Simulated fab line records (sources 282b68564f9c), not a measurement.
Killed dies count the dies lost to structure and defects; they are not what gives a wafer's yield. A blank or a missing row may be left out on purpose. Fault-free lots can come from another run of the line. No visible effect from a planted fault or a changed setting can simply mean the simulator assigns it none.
Code-filled problem report in 8D (eight disciplines) form || flow rit-cmos || the parts of the form that need people (team, actions taken, sign-off) are left out

1. THE PROBLEM
Across 6 wafers from 2 lots, GATE_OXIDE_THK at RIT_GATE_THK_MEAS_07 averages 4.95 nm, while fault-free wafers read 3.04 nm with a standard deviation of 0.063. Measured from the usual mean, that is +30 standard deviations.
Earliest sighting: wafer L220.3 on film-metro-02 at day 5 14:52. The record holds 42 wafers of 14 lots with a number at this step. The rule behind "out" and "out of limits": a value lying over 4 standard deviations away from the usual mean. The other wafers with a number count as sound.

2. WHAT IT IS; WHAT IT IS NOT
{"question": "which readings at this step", "is": "GATE_OXIDE_THK", "is not": "-"}
{"question": "which lots", "is": "L220, L221", "is not": "L206, L207, L208, L211, L212, L213, L217, L218, L225, L226, L227, L229"}
{"question": "which wafers of those lots", "is": "all that have a number", "is not": "-"}
{"question": "read on which gauges", "is": "film-metro-01, film-metro-02", "is not": "film-metro-03"}
{"question": "when", "is": "from day 5 14:52", "is not": "up to then (24 sound wafers); but 12 sound wafers of L225, L226, L227, L229 came after"}

3. SUSPECTS, AND WHAT RULES EACH OUT
Counting: any tool at a process step up to the reading is kept as a suspect provided that every lot that is out went through it and no sound lot did after the first of them.
- the gauge at RIT_GATE_THK_MEAS_07 has been ruled out. The wafers that are out were read on 2 gauges (film-metro-01, film-metro-02).
- furnace-03 at RIT_GATE_OXIDATION_05 (target thk 3 nm, ox time 270 s): kept. Every lot that is out went through it, starting with L220 (day 5 12:23), and after that it ran no sound lot; the last sound lot it ran before then is L212 (day 4 01:31).
Left after counting: furnace-03 at RIT_GATE_OXIDATION_05.

4. THE CAUSE (what the simulator had put in)
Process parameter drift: furnace-03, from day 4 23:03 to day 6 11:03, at RIT_GATE_OXIDATION_05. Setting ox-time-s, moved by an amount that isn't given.
After counting, this tool was the only one left.

5. SEQUENCE OF EFFECTS, ordered by route
One row per reading whose mean, taken over the struck wafers that have a number, lies over 3 standard deviations from the usual. Only readings whose record carries a usual standard deviation are examined. hours: median over the lots of the time between each lot's start at the first step of this table that gives one and its start at this step. sigmas: the change, counted in usual standard deviations.
{"hours": 0, "step": "RIT_GATE_THK_MEAS_07", "reading": "GATE_OXIDE_THK", "usual": "3.04 nm", "on struck wafers": 4.95, "change": "+1.91", "sigmas": "+30"}

6. HOW IT WOULD HAVE BEEN CAUGHT EARLIER
16 hours passed between the start of the fault at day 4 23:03 and the first reading out of limits at a measuring or inspecting step in this record, taken at day 5 14:52.
No tool reading at RIT_GATE_OXIDATION_05 that has a usual standard deviation in the record was out on any struck wafer, so an alarm limit of 4 standard deviations on those readings would not have fired.
Of the lots that are out (2), L221 began RIT_GATE_OXIDATION_05 on furnace-03 after day 5 14:52. A tool hold placed at that time would have kept it from harm.
